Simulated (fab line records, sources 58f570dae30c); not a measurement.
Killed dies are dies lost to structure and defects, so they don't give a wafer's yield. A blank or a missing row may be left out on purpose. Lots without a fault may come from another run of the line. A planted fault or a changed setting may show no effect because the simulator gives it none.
Which tool did it? | flow berkeley_cmos170 | 13 lots, 39 wafers sampled, at 2 steps of a route of 331

WHAT THE GAUGES READ, wafer by wafer
UCB170_GATE_CD_MEAS_12: target cd 350 nm.
lot  | measured     | on        | cd_nm (nm)
L144 | day 6 22:26  | cd_sem-02 | 350.2 349.9 350.7
L147 | day 7 12:43  | cd_sem-02 | 350.3 350.9 349.8
L148 | day 7 12:52  | cd_sem-01 | 350.0 349.0 350.1
L146 | day 7 13:00  | cd_sem-01 | 349.1 349.7 349.0
L143 | day 7 13:17  | cd_sem-02 | 351.9 351.2 351.0
L150 | day 8 17:34  | cd_sem-01 | 350.1 348.1 349.9
L152 | day 8 17:41  | cd_sem-02 | 348.5 349.7 348.8
L151 | day 8 17:48  | cd_sem-02 | 350.0 350.1 350.5
L153 | day 9 10:08  | cd_sem-02 | 351.0 351.6 350.5
L158 | day 10 00:58 | cd_sem-02 | 350.4 350.2 351.0
L161 | day 11 02:11 | cd_sem-01 | 345.0 346.4 349.1
L164 | day 11 07:54 | cd_sem-02 | 349.6 348.7 349.4
L165 | day 11 22:54 | cd_sem-01 | 349.8 349.7 350.5

WHICH TOOL RAN EACH LOT (tool, then ch and the chambers of the sampled wafers, then the start)
lot  | UCB170_GATE_EXPOSE_09
L144 | krf_scanner-02 ch 0, day 6 21:53
L147 | krf_scanner-02 ch 0, day 7 12:00
L148 | krf_scanner-01 ch 0, day 7 12:16
L146 | krf_scanner-02 ch 0, day 7 12:36
L143 | krf_scanner-02 ch 0, day 7 12:45
L150 | krf_scanner-01 ch 0, day 8 17:10
L152 | krf_scanner-01 ch 0, day 8 17:17
L151 | krf_scanner-01 ch 0, day 8 17:25
L153 | krf_scanner-02 ch 0, day 9 09:38
L158 | krf_scanner-01 ch 0, day 10 00:21
L161 | krf_scanner-01 ch 0, day 11 01:45
L164 | krf_scanner-02 ch 0, day 11 07:28
L165 | krf_scanner-02 ch 0, day 11 22:31
- UCB170_GATE_EXPOSE_09: exposes mask POLY, target cd 350 nm.

WHAT THE TOOLS THEMSELVES READ (means of the sampled wafers that have a number; where no wafer has one, the mark that the record gives instead)
UCB170_GATE_EXPOSE_09.
lot  | tool           | exposure_dose_mJ_cm2
L144 | krf_scanner-02 | 20.950
L147 | krf_scanner-02 | 20.920
L148 | krf_scanner-01 | 20.931
L146 | krf_scanner-02 | 20.974
L143 | krf_scanner-02 | 20.955
L150 | krf_scanner-01 | 20.938
L152 | krf_scanner-01 | 20.919
L151 | krf_scanner-01 | 20.949
L153 | krf_scanner-02 | 20.940
L158 | krf_scanner-01 | 20.920
L161 | krf_scanner-01 | 20.804
L164 | krf_scanner-02 | 20.950
L165 | krf_scanner-02 | 20.907

THE ANSWER, worked out from the rows above alone
Rule: what is usual is taken from the lots themselves. Put in order of their means at a reading, lots are off if they are a third of the lots or fewer, leave a main group of 4 or more, and stand apart from it by a gap of 3 or more times the standard deviation of the main group's means; of several such gaps the widest counts. A main group whose means are all the same, to the digits that the tables above print for the reading, isn't used. A lot without any number at a reading at which 4 lots or more have one is off too. The other lots that the step has rows for count as sound. The gauges are gone through in route order, then the tools' own readings, and for those a lot's mean is taken as printed above. The first step at which some lot is off is used, and at that step the reading that is off furthest; a lot without a number counts as furthest.
Off: L161, at UCB170_GATE_CD_MEAS_12 (cd_nm). The main group: mean 350.0 nm, standard deviation 0.71.
A tool fits if, at a process step before that reading, it ran every lot that is off, and no sound lot after the first of them. The gauges at UCB170_GATE_CD_MEAS_12 aren't tried: what is off there is off at UCB170_GATE_EXPOSE_09 too, on other tools, and a gauge's error can't cause that. One fits: krf_scanner-01 at UCB170_GATE_EXPOSE_09. Its last sound lot is L158 (day 10 00:21), its first lot that is off L161 (day 11 01:45): a fault that began between those two fits.
The tool's own readings at UCB170_GATE_EXPOSE_09 bear it out: on the lots that are off they differ by more than 5 times the standard deviation of the sound lots' means. exposure_dose_mJ_cm2 reads 20.804 there against 20.938 on the sound lots.

WHAT THE SIMULATOR HAD PUT IN
Process parameter drift: krf_scanner-01, from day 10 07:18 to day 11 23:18, at UCB170_GATE_EXPOSE_09. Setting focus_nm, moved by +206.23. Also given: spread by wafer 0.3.
Lots struck among those shown: L161. The rule above found the same.
